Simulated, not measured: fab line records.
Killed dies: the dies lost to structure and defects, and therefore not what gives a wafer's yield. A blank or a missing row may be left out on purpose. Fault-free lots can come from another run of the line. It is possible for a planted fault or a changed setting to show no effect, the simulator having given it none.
Split-lot trial ; flow rit-cmos ; 5 lots, 23 wafers read, on a route of 202 steps

## ON THE SPLIT
At RIT_NLDD_IMPLANT_08, the setting energy-kev was moved away from the recipe's 20 on 8 of the 23 wafers read, by -4.0% to +2.7%. All remaining wafers had this setting at the recipe value.

The reading is taken at the split's own step.

## THE READING
implant.drp-nm (the simulator's own value, which no gauge read), in nm, at RIT_NLDD_IMPLANT_08. The file does not state a usual value for it.

wafer;tool, chamber at the split;energy-kev as run;against the recipe;implant.drp-nm, nm;against lot-mates on the recipe
L074.2;implanter-04, 0;20;recipe;12.97;-
L074.3;implanter-04, 0;20;recipe;12.97;-
L074.5;implanter-04, 0;20;recipe;12.97;-
L074.4;implanter-04, 0;20.33;+1.6%;13.1;+0.13
L074.6;implanter-04, 0;20.33;+1.6%;13.1;+0.13
L078.1;implanter-02, 0;20.54;+2.7%;13.18;+0.21
L078.2;implanter-02, 0;20.54;+2.7%;13.18;+0.21
L078.4;implanter-02, 0;20.54;+2.7%;13.18;+0.21
L078.3;implanter-02, 0;20;recipe;12.97;-
L078.6;implanter-02, 0;20;recipe;12.97;-
L082.1;implanter-04, 0;20;recipe;12.97;-
L082.4;implanter-04, 0;20;recipe;12.97;-
L082.5;implanter-04, 0;20;recipe;12.97;-
L083.1;implanter-02, 0;19.2;-4.0%;12.65;-0.32
L083.2;implanter-02, 0;19.2;-4.0%;12.65;-0.32
L083.4;implanter-02, 0;19.2;-4.0%;12.65;-0.32
L083.3;implanter-02, 0;20;recipe;12.97;-
L083.5;implanter-02, 0;20;recipe;12.97;-
L085.1;implanter-01, 0;20;recipe;12.97;-
L085.2;implanter-01, 0;20;recipe;12.97;-
L085.3;implanter-01, 0;20;recipe;12.97;-
L085.4;implanter-01, 0;20;recipe;12.97;-
L085.6;implanter-01, 0;20;recipe;12.97;-

THE FIT
A straight line over all 23 wafers: implant.drp-nm changes by +0.0793 nm for each +1% of energy-kev; r = +1.00; the points scatter about the line by 0.0016 nm.
The same after taking each lot's own level away (the mean of its wafers on the recipe; 23 wafers): +0.0793 nm for each +1%; r = +1.00; scatter 0.0016 nm.
Per that fit: largest energy-kev move, reading shift of 0.32 nm.
The lots' own levels span 12.970 to 12.970 nm.
The two slopes are in agreement: the lot-to-lot level therefore moves the slope only a little.
Check: with one of the wafers moved furthest among these (-4.0%) left out of the fit, the line predicts -0.317 nm for it against its lot-mates. It came out at -0.32 nm against them.

## OTHER SPLITS APPLIED TO THESE WAFERS
These wafers also went through other splits before the reading. Each is held against what the fit with the lots' levels taken away leaves over:
other split on the same wafers;wafers away from the commonest value;r with implant.drp-nm (lot level and that fit taken away)
RIT_ACTIVE_CVD_03 sih2cl2-flow-sccm;18;-0.52
RIT_ACTIVE_DEVELOP_10 develop-time-s;7;+0.07
RIT_ACTIVE_ETCH_13 time-s;7;-0.04
RIT_FOX2_CLEAN_02 time-s;15;-0.05
RIT_NWELL_IMPLANT_08 energy-kev;4;+0.10
RIT_PWELL_IMPLANT_08 dose-cm2;11;+0.40
RIT_NRETRO_SOFTBAKE_02 temp-c;9;-0.23
RIT_NRETRO_IMPLANT_08 energy-kev;11;+0.07
RIT_PRETRO_COAT_01 resist-thk-nm;7;-0.47
RIT_GATE_EXPOSE_13 dose-mj;10;+0.24

## THE WHOLE CHAIN: every reading that the file lists as answering this split, in the file's order
step;what it does;reading;change (the file's fit);r (the file's)
RIT_NLDD_IMPLANT_08;;implant.rp-nm (the simulator's own value, which no gauge read);+0.187 nm for each +1% of the setting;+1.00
RIT_NLDD_IMPLANT_08;;implant.drp-nm (the simulator's own value, which no gauge read);+0.0785 nm for each +1% of the setting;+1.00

## FILE'S OWN FIT
implant.drp-nm changes by +0.0785 nm for each +1% of energy-kev, r = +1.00.
